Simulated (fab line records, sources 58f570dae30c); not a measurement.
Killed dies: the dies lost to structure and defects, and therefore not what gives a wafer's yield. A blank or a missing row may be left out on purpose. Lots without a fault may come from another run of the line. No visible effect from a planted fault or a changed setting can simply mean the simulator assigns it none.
One fault through the eyes of 2 desks / flow berkeley-cmos170 / what lay behind the numbers comes last; until then each desk has only its own

== METROLOGY DESK ==
What the gauges read, lot by lot, whatever tool the lot ran on: means of the sampled wafers that have a number. If a lot's mean is further than 4 standard deviations from the usual mean, the lot is out of limits and carries the mark OUT (the distance appears in the brackets).
Columns: A = PVT_OVL at UCB170_PVT_OVL_MEAS_06, usual 3 nm; B = cd-nm at UCB170_GATE_CD_MEAS_12, usual 349.5 nm
lot=L350; first seen here=day 6 16:08; A=7; B=349.2
lot=L352; first seen here=day 6 20:58; A=2; B=349.0
lot=L353; first seen here=day 6 21:14; A=3; B=349.1
lot=L356; first seen here=day 8 01:14; A=9; B=347.8
lot=L355; first seen here=day 8 01:31; A=-7; B=349.6
lot=L357; first seen here=day 8 01:46; A=4; B=349.2
lot=L361; first seen here=day 8 13:14; A=4; B=349.5
lot=L359; first seen here=day 8 15:16; A=5; B=350.3
lot=L360; first seen here=day 9 02:08; A=0; B=350.3
lot=L364; first seen here=day 9 02:10; A=-2; B=348.8
lot=L365; first seen here=day 9 16:46; A=0; B=348.9
lot=L367; first seen here=day 10 15:08; A=-0; B=352.7
lot=L373; first seen here=day 11 13:14; A=-3; B=347.9
This desk's finding: nothing out of limits on any of the 13 lots.

== FOR THE TOOL OWNER'S DESK: rie-si-02 ==
The tool's own readings at UCB170_GATE_ETCH_15 (etches poly-Si in HBr/Cl2, stops on SiO2, time 56.3 s, target depth 278.2 nm): means of the sampled wafers that have a number, for each lot that ran on this tool. If a lot's mean is further than 4 standard deviations from the usual mean, the lot is out of limits and carries the mark OUT (the distance appears in the brackets).
Columns: A = bias-w at UCB170_GATE_ETCH_15, usual 150.0 W; B = drypump-motor-current-A at UCB170_GATE_ETCH_15, usual 5.8 A; C = oes-product-au at UCB170_GATE_ETCH_15, usual 0.822 a.u.; D = throttle-valve-pct at UCB170_GATE_ETCH_15, usual 26.61 %
lot=L350; first seen here=day 7 04:25; A=150.3; B=5.6; C=0.818; D=26.58
lot=L353; first seen here=day 7 12:04; A=150.0; B=5.6; C=0.827; D=26.56
lot=L352; first seen here=day 7 12:40; A=149.9; B=5.6; C=0.826; D=26.58
lot=L357; first seen here=day 8 15:47; A=149.6; B=5.6; C=0.822; D=26.56
lot=L361; first seen here=day 9 03:54; A=150.1; B=6.0; C=0.840; D=26.56
lot=L360; first seen here=day 9 22:25; A=150.4; B=5.5; C=0.835; D=26.73
lot=L364; first seen here=day 9 22:42; A=150.2; B=5.5; C=0.814; D=26.73
lot=L367; first seen here=day 11 07:46; A=152.8 (+5.6) OUT; B=5.8; C=0.838; D=26.71
Finding of this desk: L367 out of limits; the first was L367 at day 11 07:46, on bias-w at UCB170_GATE_ETCH_15. L350, L353, L352, L357, L361, L360, L364: within limits.

== TAKEN TOGETHER ==
The tool owner's desk had the chance to raise an alarm at day 11 07:46 on L367.
At the metrology desk, nothing out of limits was observed.
The metrology desk has L367 on record, within its limits.
UCB170_GATE_ETCH_15 was run on rie-si-02 by each of the lots named.

== WHAT THE SIMULATOR HAD PUT IN ==
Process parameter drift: rie-si-02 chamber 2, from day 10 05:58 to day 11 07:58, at UCB170_GATE_ETCH_15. Setting bias-w, moved by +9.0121, from 150.
Shown lots that were struck: L367.
Each desk's first reading out of limits, in hours after the fault started: the tool owner's desk, 26.
